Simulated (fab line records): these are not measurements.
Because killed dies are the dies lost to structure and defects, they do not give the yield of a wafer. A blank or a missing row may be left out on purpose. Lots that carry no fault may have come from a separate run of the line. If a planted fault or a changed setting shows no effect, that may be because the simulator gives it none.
fab line records + flow berkeley_cmos170
record:
- lots: 14
- wafers: 42
- last_day: 13
route steps=331 shown ZERO@12 ACTIVE@64 FIELD@91 V1@267
lots untouched by any fault: they come from a run of this same line in which no faults occurred
start_h: the number of hours between the record's first day and the start of the first shown wafer of the lot + wait_h: hours from the lot's prior step to this one + " identical to the entry in the row above + L1.1+2: one row covering several wafers at once + - value missing, or start not given + * or withheld: withheld + < > ~ a bound
route shown NAME@n: a module of which the file shows steps, and the number in the route of the first + usual: mean and standard deviation over wafers with no fault + same: alike in all rows + chamber/n: place in a boat + sites: readings site by site + _std_site: the values' standard deviation + _edge_site: outer sites' mean less inner sites' + radius_mm: for every site, how far away it sits from the centre of the wafer + mask NAME#n: copy n + behind: the tool/chamber that last shaped the wafer + hold: reason for holding the lot/hours on hold/outcome of the hold + device: which transistor (n, p or np) failed to switch + end of line: the same wafers' tests at the end of the route + where a step has no rows: the recipe by itself + killed: not the wafer's yield, but the dies lost to structure and defects at the first sort + map: shows each die of a wafer: x if killed, . if not, _ if none is there
set.NAME: setting as actually run; set.NAME@STEP: the setting as run at that earlier step + model.NAME: the simulator's own value behind a step, which no gauge read
one table for each step of the route and one row for each wafer, over a sample of lots
services: a tool's chamber out of use, with start hour (start_h, from the record's first day; less than 0 if before it), hours out, and reason
== steps ==
step: UCB170_ZERO_ETCH_06
recipe:
- chemistry: CHF3/CF4/Ar
- target: SiO2
- time_s: 12
- pressure_mtorr: 100
- rf_w: 500
- CHF3_flow_sccm: 50
- cf4_flow_sccm: 10
- Ar_flow_sccm: 120
- over_etch_frac: 1.58
usual:
- drypump_motor_current_A: 5.7/0.38
- oes_product_au: 0.615/0.01
- throttle_valve_pct: 9.32/0.095
| lot.wafer | tool        | chamber | start_h | wait_h | drypump_motor_current_A | oes_product_au | rf_hours_counter_h | throttle_valve_pct |
|-----------|-------------|---------|---------|--------|-------------------------|----------------|--------------------|--------------------|
| L135.1    | rie_diel-03 | 2       | 24.35   | -      | 5.8                     | 0.614          | 166                | 9.32               |
| L135.5    | "           | 3       | "       | "      | 6.5                     | 0.606          | -                  | 9.28               |
| L135.6    | "           | 2       | "       | "      | 5.9                     | 0.607          | -                  | 9.31               |
| L137.2    | rie_diel-01 | 0       | 35.98   | -      | 6.0                     | 0.619          | 128                | 9.41               |
| L137.5    | "           | 2       | "       | "      | 5.5                     | 0.621          | -                  | 9.33               |
| L137.6    | "           | 3       | "       | "      | 5.7                     | 0.626          | -                  | 9.46               |
| L138.1    | rie_diel-01 | 3       | 41.66   | -      | 5.7                     | 0.632          | 56                 | 9.47               |
| L138.2    | "           | 1       | "       | "      | 5.6                     | 0.634          | 27                 | 9.31               |
| L138.4    | "           | 2       | "       | "      | 5.5                     | 0.629          | 112                | 9.34               |
| L140.1    | rie_diel-01 | 2       | 48.99   | -      | 5.5                     | 0.629          | 112                | 9.34               |
| L140.2    | "           | 3       | "       | "      | 5.7                     | 0.633          | 57                 | 9.46               |
| L140.6    | "           | 1       | "       | "      | 5.6                     | 0.631          | -                  | 9.32               |
| L139.3    | rie_diel-03 | 0       | 49.38   | -      | 5.3                     | 0.615          | 19                 | 9.18               |
| L139.4    | "           | 1       | "       | "      | 5.3                     | 0.596          | 10                 | 9.45               |
| L139.5    | "           | 3       | "       | "      | 6.5                     | 0.611          | -                  | 9.29               |
| L141.3    | rie_diel-01 | 1       | 57.90   | -      | 5.6                     | 0.627          | 27                 | 9.32               |
| L141.4    | "           | 2       | "       | "      | 5.5                     | 0.620          | 113                | 9.33               |
| L141.6    | "           | 3       | "       | "      | 5.7                     | 0.618          | -                  | 9.47               |
| L142.3    | rie_diel-02 | 0       | 58.00   | -      | 5.8                     | 0.613          | 6                  | 9.30               |
| L142.4    | "           | 2       | "       | "      | 6.1                     | 0.614          | 9                  | 9.30               |
| L142.5    | "           | 3       | "       | "      | 5.8                     | 0.593          | -                  | 9.17               |
| L143.2    | rie_diel-03 | 3       | 65.08   | -      | 6.6                     | 0.605          | 5                  | 9.28               |
| L143.4    | "           | 1       | "       | "      | 5.3                     | 0.600          | 11                 | 9.43               |
| L143.6    | "           | 2       | "       | "      | 5.8                     | 0.611          | -                  | 9.31               |
| L145.2    | rie_diel-02 | 1       | 77.05   | -      | 5.0                     | 0.603          | 105                | 9.18               |
| L145.3    | "           | 3       | "       | "      | 5.8                     | 0.604          | 77                 | 9.18               |
| L145.4    | "           | 0       | "       | "      | 5.8                     | 0.610          | 6                  | 9.30               |
| L148.3    | rie_diel-03 | 2       | 85.22   | -      | 5.8                     | 0.615          | 0                  | 9.30               |
| L148.5    | "           | 0       | "       | "      | 5.4                     | 0.610          | -                  | 9.16               |
| L148.6    | "           | 1       | "       | "      | 5.3                     | 0.600          | -                  | 9.46               |
| L149.1    | rie_diel-02 | 1       | 93.85   | -      | 5.0                     | 0.606          | 106                | 9.17               |
| L149.5    | "           | 3       | "       | "      | 5.8                     | 0.596          | -                  | 9.18               |
| L149.6    | "           | 0       | "       | "      | 5.8                     | 0.620          | -                  | 9.29               |
| L150.2    | rie_diel-02 | 3       | 106.32  | -      | 5.8                     | 0.608          | 78                 | 9.15               |
| L150.3    | "           | 0       | "       | "      | 5.8                     | 0.612          | 8                  | 9.30               |
| L150.6    | "           | 0       | "       | "      | 5.8                     | 0.615          | -                  | 9.29               |
| L154.1    | rie_diel-01 | 2       | 123.40  | -      | 5.5                     | 0.623          | 114                | 9.34               |
| L154.3    | "           | 1       | "       | "      | 5.6                     | 0.626          | 31                 | 9.29               |
| L154.6    | "           | 2       | "       | "      | 5.5                     | 0.619          | -                  | 9.33               |
| L157.1    | rie_diel-02 | 2       | 138.05  | -      | 6.1                     | 0.612          | 12                 | 9.30               |
| L157.3    | "           | 0       | "       | "      | 5.8                     | 0.619          | 9                  | 9.32               |
| L157.6    | "           | 1       | "       | "      | 5.0                     | 0.609          | -                  | 9.17               |
step: UCB170_ACTIVE_ANNEAL_04
recipe:
- temp_c: 1000
- time_s: 900
- ambient: N2
usual:
- spike_tc_centre_C: 1002.9/1.8
- spike_tc_load_C: 1026.4/2
- spike_tc_source_C: 1025.3/2.9
| lot.wafer | tool       | chamber | start_h | wait_h | spike_tc_centre_C | spike_tc_load_C | spike_tc_source_C |
|-----------|------------|---------|---------|--------|-------------------|-----------------|-------------------|
| L135.1    | furnace-04 | 0       | 86.17   | 4.1    | 1002.4            | 1026.8          | 1025.1            |
| L135.5    | "          | 0       | "       | "      | 1004.5            | 1025.1          | 1024.2            |
| L135.6    | "          | 0       | "       | "      | 1002.8            | 1025.5          | 1024.1            |
| L137.2    | furnace-01 | 0       | 97.90   | 6.2    | 1004.4            | 1028.7          | 1029.0            |
| L137.5    | "          | 0       | "       | "      | 1005.7            | 1028.7          | 1029.1            |
| L137.6    | "          | 0       | "       | "      | 1004.8            | 1029.6          | 1028.5            |
| L138.1    | furnace-01 | 0       | 97.90   | 6.2    | 1004.7            | 1027.6          | 1029.3            |
| L138.2    | "          | 0       | "       | "      | 1004.2            | 1029.7          | 1028.4            |
| L138.4    | "          | 0       | "       | "      | 1005.8            | 1027.3          | 1028.6            |
| L139.3    | furnace-04 | 0       | 115.22  | 5.3    | 1002.3            | 1024.4          | 1021.9            |
| L139.4    | "          | 0       | "       | "      | 1004.3            | 1024.9          | 1022.3            |
| L139.5    | "          | 0       | "       | "      | 1004.3            | 1025.7          | 1024.0            |
| L140.1    | furnace-04 | 0       | 115.22  | 5.3    | 1005.4            | 1024.8          | 1023.3            |
| L140.2    | "          | 0       | "       | "      | 1003.4            | 1024.2          | 1022.2            |
| L140.6    | "          | 0       | "       | "      | 1003.2            | 1025.4          | 1023.9            |
| L141.3    | furnace-04 | 0       | 115.22  | 5.3    | 1002.9            | 1025.1          | 1026.1            |
| L141.4    | "          | 0       | "       | "      | 1002.7            | 1025.8          | 1023.6            |
| L141.6    | "          | 0       | "       | "      | 1003.5            | 1025.9          | 1022.9            |
| L142.3    | furnace-02 | 0       | 124.42  | 3.8    | 1001.7            | 1027.4          | 1024.0            |
| L142.4    | "          | 0       | "       | "      | 1001.7            | 1025.2          | 1022.7            |
| L142.5    | "          | 0       | "       | "      | 1000.5            | 1024.6          | 1023.7            |
| L143.2    | furnace-02 | 0       | 128.67  | 4.2    | 1001.3            | 1026.2          | 1023.6            |
| L143.4    | "          | 0       | "       | "      | 999.7             | 1024.8          | 1024.5            |
| L143.6    | "          | 0       | "       | "      | 1001.4            | 1024.7          | 1022.2            |
| L145.2    | furnace-02 | 0       | 139.60  | 5.2    | 1003.4            | 1025.2          | 1023.3            |
| L145.3    | "          | 0       | "       | "      | 1001.6            | 1025.3          | 1023.8            |
| L145.4    | "          | 0       | "       | "      | 1002.9            | 1027.7          | 1023.4            |
| L148.3    | furnace-02 | 0       | 145.02  | 3.5    | 1004.0            | 1023.3          | 1022.1            |
| L148.5    | "          | 0       | "       | "      | 1001.0            | 1025.6          | 1024.2            |
| L148.6    | "          | 0       | "       | "      | 1001.6            | 1023.7          | 1022.0            |
| L149.1    | furnace-02 | -       | 154.62  | 3.1    | -                 | -               | -                 |
| L149.5    | "          | -       | "       | "      | -                 | -               | -                 |
| L149.6    | "          | -       | "       | "      | -                 | -               | -                 |
| L150.2    | furnace-02 | -       | 173.89  | 8.0    | -                 | -               | -                 |
| L150.3    | "          | -       | "       | "      | -                 | -               | -                 |
| L150.6    | "          | -       | "       | "      | -                 | -               | -                 |
| L154.1    | furnace-01 | 0       | 191.90  | 8.0    | 1004.7            | 1029.2          | 1030.0            |
| L154.3    | "          | 0       | "       | "      | 1002.2            | 1027.3          | 1030.4            |
| L154.6    | "          | 0       | "       | "      | 1004.0            | 1028.6          | 1031.3            |
| L157.1    | furnace-02 | 0       | 204.29  | 4.3    | 1000.1            | 1026.5          | 1023.4            |
| L157.3    | "          | 0       | "       | "      | 1001.4            | 1026.4          | 1024.0            |
| L157.6    | "          | 0       | "       | "      | 1001.8            | 1025.3          | 1022.8            |
step: UCB170_FIELD_THK_MEAS_02
recipe:
- reads: SiO2_of_FIELD_OXIDATION_01
usual:
- FIELD_OXIDE_THK: 555/11
| lot.wafer | tool          | chamber | start_h | wait_h | FIELD_OXIDE_THK[nm] |
|-----------|---------------|---------|---------|--------|---------------------|
| L135.1    | film_metro-03 | -       | 96.65   | 0.0    | 566                 |
| L135.5    | "             | -       | "       | "      | 569                 |
| L135.6    | "             | -       | "       | "      | 573                 |
| L137.2    | film_metro-03 | -       | 111.73  | 0.0    | 550                 |
| L137.5    | "             | -       | "       | "      | 556                 |
| L137.6    | "             | -       | "       | "      | 557                 |
| L138.1    | film_metro-04 | -       | 111.76  | 0.0    | 576                 |
| L138.2    | "             | -       | "       | "      | 569                 |
| L138.4    | "             | -       | "       | "      | 569                 |
| L140.1    | film_metro-03 | -       | 128.67  | 0.0    | 553                 |
| L140.2    | "             | -       | "       | "      | 557                 |
| L140.6    | "             | -       | "       | "      | 556                 |
| L139.3    | film_metro-01 | -       | 128.69  | 0.0    | 564                 |
| L139.4    | "             | -       | "       | "      | 565                 |
| L139.5    | "             | -       | "       | "      | 570                 |
| L141.3    | film_metro-04 | -       | 128.69  | 0.0    | 559                 |
| L141.4    | "             | -       | "       | "      | 553                 |
| L141.6    | "             | -       | "       | "      | 551                 |
| L143.2    | film_metro-01 | -       | 138.63  | 0.0    | 555                 |
| L143.4    | "             | -       | "       | "      | 556                 |
| L143.6    | "             | -       | "       | "      | 557                 |
| L142.3    | film_metro-03 | -       | 138.64  | 0.0    | 563                 |
| L142.4    | "             | -       | "       | "      | 570                 |
| L142.5    | "             | -       | "       | "      | 551                 |
| L145.2    | film_metro-01 | -       | 153.13  | 0.0    | 559                 |
| L145.3    | "             | -       | "       | "      | 561                 |
| L145.4    | "             | -       | "       | "      | 565                 |
| L148.3    | film_metro-04 | -       | 161.62  | 0.1    | 565                 |
| L148.5    | "             | -       | "       | "      | 550                 |
| L148.6    | "             | -       | "       | "      | 549                 |
| L154.1    | film_metro-01 | -       | 207.20  | 0.0    | 553                 |
| L154.3    | "             | -       | "       | "      | 546                 |
| L154.6    | "             | -       | "       | "      | 557                 |
| L157.1    | film_metro-04 | -       | 219.99  | 0.0    | 565                 |
| L157.3    | "             | -       | "       | "      | 558                 |
| L157.6    | "             | -       | "       | "      | 558                 |
step: UCB170_V1_OVL_MEAS_13
usual:
- V1_OVL: -2/7.3
| lot.wafer | tool       | chamber | start_h | wait_h | V1_OVL[nm] |
|-----------|------------|---------|---------|--------|------------|
| L135.1    | overlay-02 | -       | 175.35  | 0.1    | -8         |
| L135.5    | "          | -       | "       | "      | -2         |
| L135.6    | "          | -       | "       | "      | -1         |
| L138.1    | overlay-01 | -       | 180.34  | 0.1    | -5         |
| L138.2    | "          | -       | "       | "      | -4         |
| L138.4    | "          | -       | "       | "      | -1         |
| L137.2    | overlay-01 | -       | 183.43  | 0.1    | -11        |
| L137.5    | "          | -       | "       | "      | -11        |
| L137.6    | "          | -       | "       | "      | 0          |
| L141.3    | overlay-01 | -       | 206.57  | 0.1    | 6          |
| L141.4    | "          | -       | "       | "      | 12         |
| L141.6    | "          | -       | "       | "      | 13         |
| L139.3    | overlay-02 | -       | 206.84  | 0.1    | -6         |
| L139.4    | "          | -       | "       | "      | -11        |
| L139.5    | "          | -       | "       | "      | -2         |
| L140.1    | overlay-01 | -       | 207.10  | 0.1    | 5          |
| L140.2    | "          | -       | "       | "      | 1          |
| L140.6    | "          | -       | "       | "      | -3         |
| L143.2    | overlay-02 | -       | 217.68  | 0.1    | -10        |
| L143.4    | "          | -       | "       | "      | -4         |
| L143.6    | "          | -       | "       | "      | -8         |
| L142.3    | overlay-02 | -       | 217.92  | 0.1    | 9          |
| L142.4    | "          | -       | "       | "      | 7          |
| L142.5    | "          | -       | "       | "      | 15         |
| L145.2    | overlay-02 | -       | 243.46  | 0.1    | -6         |
| L145.3    | "          | -       | "       | "      | -1         |
| L145.4    | "          | -       | "       | "      | -5         |
| L148.3    | overlay-02 | -       | 249.39  | 0.1    | -12        |
| L148.5    | "          | -       | "       | "      | -10        |
| L148.6    | "          | -       | "       | "      | -8         |
| L154.1    | overlay-01 | -       | 276.15  | 0.1    | 6          |
| L154.3    | "          | -       | "       | "      | 0          |
| L154.6    | "          | -       | "       | "      | 6          |
| L157.1    | overlay-01 | -       | 293.41  | 0.1    | 12         |
| L157.3    | "          | -       | "       | "      | 9          |
| L157.6    | "          | -       | "       | "      | 4          |
== services ==
| tool        | chamber | start_h | hours | kind           |
|-------------|---------|---------|-------|----------------|
| rie_diel-02 | -       | 19.25   | 14.6  | pm             |
| rie_diel-01 | 1       | 51.09   | 4.7   | repair         |
| rie_diel-02 | -       | 64.65   | 1.3   | repair         |
| rie_diel-03 | 2       | 66.55   | -     | clean          |
| rie_diel-03 | 2       | 66.55   | 14.9  | scheduled_down |
| rie_diel-03 | 2       | 66.55   | 14.9  | vent_cycle     |
| rie_diel-01 | 2       | 76.10   | 27.4  | repair         |
| rie_diel-03 | -       | 97.87   | 1.0   | repair         |
| furnace-02  | -       | 98.76   | 4.2   | pm             |
| rie_diel-03 | 0       | 100.88  | 14.2  | repair         |
| furnace-01  | -       | 111.26  | 3.6   | pm             |
| furnace-04  | -       | 162.63  | 33.1  | pm             |
| rie_diel-01 | -       | 170.96  | 4.3   | pm             |
| rie_diel-03 | 2       | 195.19  | 5.8   | repair         |
== key ==
first_sign:
- step: UCB170_ACTIVE_ANNEAL_04
- reading: tool_record
- direction: missing
effect none on later readings
met_at UCB170_ACTIVE_ANNEAL_04
struck_lots L149,L150
later_rows_left_out L149.1,L149.5,L149.6,L150.2,L150.3,L150.6
sort_left_out L149.1,L149.5,L149.6,L150.2,L150.3,L150.6
tester_left_out L149,L150
not_acting_at UCB170_ZERO_ETCH_06,UCB170_FIELD_THK_MEAS_02,UCB170_V1_OVL_MEAS_13
onset_between 145.02 154.62
fault:
- kind: skipped_step_whole
- tool: furnace-02
- chamber: -
- onset_h: 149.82
- steps: UCB170_ACTIVE_ANNEAL_04
- scope: struck_lots_only
tester_left_out: of these lots the tester's yield and bins aren't shown, on N5 and GAA mostly nor the transistor test; their killed dies are dies lost to structure and defects alone, not to doping, threshold or leakage, so they don't give the yield
sort_left_out: the simulated sort isn't trusted on such a fault, so these wafers' sort isn't shown, and their yield isn't known
later_rows_left_out: the simulator's readings of these wafers behind a module that went badly wrong aren't trusted and aren't shown, but for the sort
